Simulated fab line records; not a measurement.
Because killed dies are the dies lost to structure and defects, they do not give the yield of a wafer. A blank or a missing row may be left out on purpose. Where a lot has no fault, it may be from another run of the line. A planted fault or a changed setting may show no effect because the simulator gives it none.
What tool caused it?    flow berkeley_cmos170    14 lots with 42 wafers sampled at 5 steps, on a route of 331 steps

## WHAT EACH GAUGE READ, for each wafer
UCB170_SACOX_THK_MEAS_02.
lot   measured     on             SACOX_OXIDE_THK (nm)
L668  day 5 02:01  film_metro-01  14.63 14.71 14.95
L670  day 5 14:40  film_metro-04  14.39 14.21 14.36
L672  day 6 02:46  film_metro-01  14.52 14.45 14.68
L673  day 6 02:46  film_metro-03  14.63 14.69 14.62
L671  day 6 02:47  film_metro-04  14.20 14.09 14.24
L675  day 6 12:01  film_metro-03  14.11 14.09 14.12
L677  day 7 06:08  film_metro-03  14.80 14.91 15.13
L682  day 8 13:59  film_metro-03  14.24 14.38 14.38
L686  day 8 18:08  film_metro-03  14.04 14.00 13.90
L687  day 8 18:10  film_metro-04  14.28 14.01 14.07
L688  day 9 08:41  film_metro-04  13.99 13.72 13.90
L690  day 9 12:52  film_metro-04  14.10 14.10 13.96
L689  day 9 12:53  film_metro-01  14.63 14.56 14.70
L691  day 9 18:16  film_metro-01  14.61 14.42 14.35

UCB170_PVT_TW_MEAS_09.
lot   measured      on             PVT_TW
L668  day 5 17:28   film_metro-04  517 514 513
L670  day 6 05:44   film_metro-03  498 501 504
L672  day 6 15:25   film_metro-02  508 505 504
L673  day 6 15:49   film_metro-02  507 506 506
L671  day 6 15:41   film_metro-03  501 501 499
L675  day 6 23:56   film_metro-04  510 509 511
L677  day 7 18:24   film_metro-04  476 473 476
L682  day 9 01:37   film_metro-03  468 466 466
L686  day 9 05:57   film_metro-03  504 502 504
L687  day 9 06:09   film_metro-03  505 506 505
L688  day 9 20:55   film_metro-03  508 505 504
L690  day 10 04:45  film_metro-03  502 496 500
L689  day 10 04:39  film_metro-04  515 513 515
L691  day 10 08:55  film_metro-03  498 496 498

UCB170_GATE_THK_MEAS_02.
lot   measured      on             GATE_OXIDE_THK (nm)
L668  day 5 22:57   film_metro-01  6.57 6.68 6.65
L670  day 6 11:04   film_metro-04  6.64 6.50 6.54
L672  day 6 19:38   film_metro-01  6.69 6.64 6.62
L673  day 6 20:05   film_metro-01  6.78 6.83 6.84
L671  day 6 20:07   film_metro-03  6.73 6.82 6.69
L675  day 7 04:07   film_metro-01  6.57 6.59 6.50
L677  day 7 21:24   film_metro-01  6.85 6.67 6.70
L682  day 9 03:30   film_metro-01  6.47 6.63 6.66
L686  day 9 12:29   film_metro-03  6.58 6.68 6.56
L687  day 9 12:29   film_metro-01  6.63 6.55 6.67
L688  day 10 03:52  film_metro-03  6.44 6.46 6.38
L690  day 10 09:28  film_metro-03  6.44 6.58 6.55
L689  day 10 09:29  film_metro-04  6.42 6.47 6.53
L691  day 10 13:28  film_metro-03  6.46 6.46 6.48

UCB170_GATE_THK_MEAS_05.
lot   measured      on             GATE_POLY_THK (nm)
L668  day 6 08:16   film_metro-04  213.7 213.4 212.1
L670  day 6 16:10   film_metro-03  211.5 212.5 210.3
L672  day 6 23:50   film_metro-04  216.3 215.2 215.3
L673  day 6 23:50   film_metro-03  213.6 214.2 215.5
L671  day 6 23:52   film_metro-01  214.5 213.1 212.8
L675  day 7 09:02   film_metro-03  212.6 212.0 213.7
L677  day 8 01:58   film_metro-01  219.8 217.5 219.0
L682  day 9 06:37   film_metro-01  215.1 214.8 214.2
L686  day 9 18:53   film_metro-04  214.8 214.3 214.9
L687  day 9 18:53   film_metro-01  217.9 216.7 217.9
L688  day 10 10:08  film_metro-03  215.6 217.0 213.9
L690  day 10 16:20  film_metro-03  211.6 212.8 211.8
L689  day 10 16:20  film_metro-04  212.5 212.5 210.7
L691  day 10 17:43  film_metro-03  216.1 215.2 216.2

## WHAT TOOL EACH LOT RAN ON (gives the tool, then ch and the chambers of the sampled wafers, and finally the start)
lot   UCB170_PVT_IMPLANT_07
L668  implanter-03 ch 0, day 5 17:15
L670  implanter-03 ch 0, day 6 05:29
L672  implanter-02 ch 0, day 6 15:08
L673  implanter-02 ch 0, day 6 15:34
L671  implanter-03 ch 0, day 6 15:28
L675  implanter-04 ch 0, day 6 23:41
L677  implanter-04 ch 0, day 7 18:09
L682  implanter-04 ch 0, day 9 01:23
L686  implanter-03 ch 0, day 9 05:42
L687  implanter-02 ch 0, day 9 05:54
L688  implanter-02 ch 0, day 9 20:40
L690  implanter-02 ch 0, day 10 04:31
L689  implanter-03 ch 0, day 10 04:26
L691  implanter-03 ch 0, day 10 08:40
- UCB170_PVT_IMPLANT_07

## WHAT THE TOOLS THEMSELVES READ (means of the sampled wafers that have a number; where no wafer has one, the mark that the record gives instead)
UCB170_PVT_IMPLANT_07.
lot   tool          dose_ions_cm2  faraday_current_uA  tilt_deg (degrees)
L668  implanter-03  1.9969e+12     6.38                7.019
L670  implanter-03  2.0001e+12     6.31                7.024
L672  implanter-02  2.0001e+12     6.38                7.022
L673  implanter-02  2.0007e+12     6.42                7.005
L671  implanter-03  1.9961e+12     6.29                6.993
L675  implanter-04  1.9982e+12     6.33                6.994
L677  implanter-04  1.5587e+12     4.96                6.997
L682  implanter-04  1.5606e+12     4.96                7.007
L686  implanter-03  1.9988e+12     6.52                7.007
L687  implanter-02  2.0026e+12     6.30                7.023
L688  implanter-02  1.9990e+12     6.48                7.016
L690  implanter-02  1.9986e+12     6.33                6.973
L689  implanter-03  2.0012e+12     6.42                7.021
L691  implanter-03  2.0010e+12     6.28                6.995

## THE ANSWER, worked out from the rows above alone
Rule: the usual values come from the lots themselves. Put in order of their means at a reading, lots are off if they are a third of the lots or fewer, leave a main group of 4 or more, and stand apart from it by a gap of 3 or more times the standard deviation of the main group's means; of several such gaps the widest counts. Not used: any main group whose means are identical at the precision the tables above print for the reading. A lot without any number at a reading at which 4 lots or more have one is off too. Where the step has rows for the other lots, those lots are counted as sound. The gauges are gone through in route order, then the tools' own readings, and for those a lot's mean is taken as printed above. At the first step where some lot is off, the reading lying furthest off is the one used; lots without a number count as furthest.
Off: at UCB170_PVT_TW_MEAS_09 (PVT_TW), L677, L682. Mean 505 and standard deviation 5.3 in the main group.
If a tool, at a process step before that reading, ran all the lots that are off and no sound lot after the first of them, it fits. Not tried: the gauges at UCB170_PVT_TW_MEAS_09; whatever is off there is also off at UCB170_PVT_IMPLANT_07, on other tools, and gauge error can't account for it. One candidate fits, namely implanter-04 at UCB170_PVT_IMPLANT_07. A fault onset in the window from L675 (day 6 23:41, its last sound lot) to L677 (day 7 18:09, its first lot off) fits.
The tool's own readings at UCB170_PVT_IMPLANT_07 bear it out: on the lots that are off they differ by more than 5 times the standard deviation of the sound lots' means. dose_ions_cm2 reads 1.5596e+12 there against 1.9994e+12 on the sound lots; faraday_current_uA reads 4.96 there against 6.37 on the sound lots.

## WHAT THE SIMULATOR PUT IN
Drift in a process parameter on implanter-04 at UCB170_PVT_IMPLANT_07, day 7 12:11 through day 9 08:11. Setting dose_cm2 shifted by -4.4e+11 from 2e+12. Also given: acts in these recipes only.
Shown lots that were struck: L677, L682. This agrees with what the rule above found.
